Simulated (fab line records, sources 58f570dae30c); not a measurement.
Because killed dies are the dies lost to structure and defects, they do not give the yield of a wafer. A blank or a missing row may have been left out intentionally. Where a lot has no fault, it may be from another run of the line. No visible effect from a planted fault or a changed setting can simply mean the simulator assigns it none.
A lot that was struck, set against a sound lot | flow berkeley-cmos170 | 13 out of 331 route steps
Sound: wafers L718.2, L718.5, L718.6. The struck wafers were L726.2, L726.5, L726.6. The cause comes at the end.
For every step that has rows: the tool of each side, followed by ch and its chambers, followed by its first start. Under that, the readings that differ: sound wafers | struck wafers | difference of the means | sigmas: that difference in standard deviations of wafers without a fault.
alike: readings with means less than 2 such deviations apart, plus words and numbers identical on both sides. not compared: withheld readings, readings lacking a value on some wafer, bounds such as >300 that could conceal the same value, and numbers that have no deviation in the record and whose values overlap.
Wherever a step has rows on one side only, a row that says differs or no value, or a row with sigmas, the two part there. When numbers do not overlap yet have no deviation, they are printed without sigmas and do not part them. A reading missing from all wafers of one side parts the sides only when that side holds two or more wafers.

UCB170_FIELD_THK_MEAS_02:
  sound: film-metro-02 at day 7 18:13; struck: film-metro-04 at day 10 05:40
  alike: FIELD_OXIDE_THK
then, 4 steps without rows for these wafers: UCB170_FIELD_ANNEAL_03 (time 1200 s); UCB170_FIELD_WET_ETCH_04 (etches SiO2 in dHF, time 60 s); UCB170_FIELD_WET_ETCH_05 (etches Si3N4 in H3PO4, time 12600 s); UCB170_FIELD_WET_ETCH_06 (etches SiO2 in BOE, time 22 s).
UCB170_FIELD_THK_MEAS_90:
  sound: film-metro-04 at day 8 08:40; struck: film-metro-02 at day 10 14:57
  alike: FIELD_OXIDE_LEFT_1_THK
then, 2 steps without rows for these wafers: UCB170_SACOX_CLEAN_00 (cleans in dHF, time 7.5 s); UCB170_SACOX_OXIDATION_01 (target thk 14.4 nm, ox time 2400 s).
UCB170_SACOX_THK_MEAS_02:
  sound: film-metro-02 at day 8 16:35; struck: film-metro-01 at day 10 21:05
  alike: SACOX_OXIDE_THK
then, 2 steps without rows for these wafers: UCB170_SCREENOX_WET_ETCH_00 (etches SiO2 in dHF, time 200 s); UCB170_SCREENOX_OXIDATION_01 (target thk 14.4 nm, ox time 2400 s).
UCB170_SCREENOX_THK_MEAS_02:
  sound: film-metro-04 at day 8 23:31; struck: film-metro-03 at day 11 06:17
  alike: SCREENOX_OXIDE_THK
UCB170_SCREENOX_ANNEAL_03: time 900 s.
  sound on furnace-01 ch 0, day 9 02:23; struck on furnace-04, day 11 12:23
  no value came back on the struck wafers for spike-tc-centre-C (C), spike-tc-load-C (C); on the sound wafers spike-tc-centre-C (C) reads 902.8 901.5 901.0

## WHERE THEY PART
Within this record, at UCB170_SCREENOX_ANNEAL_03 only.

WHY: the cause the simulator had injected
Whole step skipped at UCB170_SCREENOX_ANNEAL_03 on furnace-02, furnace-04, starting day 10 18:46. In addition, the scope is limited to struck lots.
